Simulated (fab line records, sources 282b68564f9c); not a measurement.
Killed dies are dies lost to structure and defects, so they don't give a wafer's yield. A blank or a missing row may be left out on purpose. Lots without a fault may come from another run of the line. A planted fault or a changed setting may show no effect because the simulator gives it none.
A struck lot beside a sound one | flow rit_cmos | 17 steps out of a route of 202
Sound: wafers L885.1, L885.2, L885.3. Struck: wafers L878.1, L878.4, L878.5. The cause comes at the end.
At each step with rows: each side's tool, then ch and its chambers, then its first start. Under that, the readings that differ: sound wafers | struck wafers | difference of the means | sigmas: that difference in standard deviations of wafers without a fault.
alike: readings whose means differ by less than 2 such deviations, and words and numbers that are the same on both sides. not compared: withheld readings, readings that some wafer has no value for, bounds like >300 that may hide the same value, and numbers for which the record gives no deviation and whose values overlap.
The two part at a step that has a row with sigmas, a row that says differs or no value, or rows on one side only. Numbers that don't overlap but have no deviation are shown without sigmas and don't part them. A reading that every wafer of one side lacks parts them only if that side has two wafers or more.

first, 1 step without rows for these wafers: RIT_ACTIVE_OXIDATION_01 (target thk 46.8 nm, ox time 3360 s).
RIT_ACTIVE_THK_MEAS_02:
  sound on film_metro-04, day 4 16:05; struck on film_metro-01, day 3 05:37
  alike: ACTIVE_OXIDE_THK
then, 1 step without rows for these wafers: RIT_ACTIVE_CVD_03 (deposits Si3N4 from SiH2Cl2/NH3, target thk 150 nm, time 1500 s).
RIT_ACTIVE_THK_MEAS_04:
  sound on film_metro-01, day 4 17:34; struck on film_metro-01, day 3 07:05
  alike: ACTIVE_NITRIDE_THK
then, 6 steps without rows for these wafers: RIT_ACTIVE_HMDS_05 (prime time 60 s); RIT_ACTIVE_COAT_06 (resist thk 1000 nm); RIT_ACTIVE_SOFTBAKE_07 (time 60 s); RIT_ACTIVE_EXPOSE_08 (exposes mask M1, target cd 1400 nm); RIT_ACTIVE_PEB_09; RIT_ACTIVE_DEVELOP_10 (develop time 50 s).
RIT_ACTIVE_CD_MEAS_11: target cd 1400 nm.
  sound on cd_sem-02, day 4 18:39; struck on cd_sem-01, day 3 08:17
  alike: cd_nm
then, 1 step without rows for these wafers: RIT_ACTIVE_HARDBAKE_12 (time 60 s).
RIT_ACTIVE_ETCH_13: etches Si3N4 in SF6, stops on SiO2, time 210 s, target depth 210 nm.
  sound on rie_diel-03 ch 0,2,3, day 4 18:55; struck on rie_diel-03 ch 0,1,2, day 3 08:33
  no value came back on the struck wafers for any of 8 readings (SF6_flow_sccm (sccm), chamber_pressure_mTorr (mTorr) and others); on the sound wafers SF6_flow_sccm (sccm) reads 199.6 199.8 200.4
  reading                                     | sound             | struck          | difference | sigmas
  model.NOVOLAK_of_ACTIVE_COAT_06.thk_nm (nm) | 659.8 652.9 654.4 | 887.1 883.8 886 | +229.9     |
RIT_ACTIVE_STRIP_14: strips in O2, time 180 s.
  sound on plasma_asher-01 ch 0,1, day 4 19:03; struck on plasma_asher-03 ch 0, day 3 08:41
  alike: drypump_motor_current_A, rf_refl_power_W
  not compared: rf_hours_counter_h
RIT_ACTIVE_CD_MEAS_90: target cd 1400 nm.
  sound on cd_sem-02, day 4 19:14; struck on cd_sem-01, day 3 08:52
  reading    | sound                | struck | difference                    | sigmas
  cd_nm (nm) | 1399.3 1400.3 1400.0 | - - -  | no value on the struck wafers |
then, 1 step without rows for these wafers: RIT_ACTIVE_CLEAN_15 (cleans in SC1, time 600 s).
-- the record jumps here: 2 days lie between the struck wafers' starts before and after (it left off in module ACTIVE and takes up again in module M1, whose first step shown is number 202 of the route) --
RIT_M1_PROBE_99:
  the record has rows for the struck wafers here (prober-01, day 5 13:17) and none for the sound ones

WHERE THEY PART
First at RIT_ACTIVE_ETCH_13; last, within this record, at RIT_M1_PROBE_99.

WHY: what the simulator had put in
Skipped step whole: rie_diel-03, from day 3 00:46 on, at RIT_ACTIVE_ETCH_13. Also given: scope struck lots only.
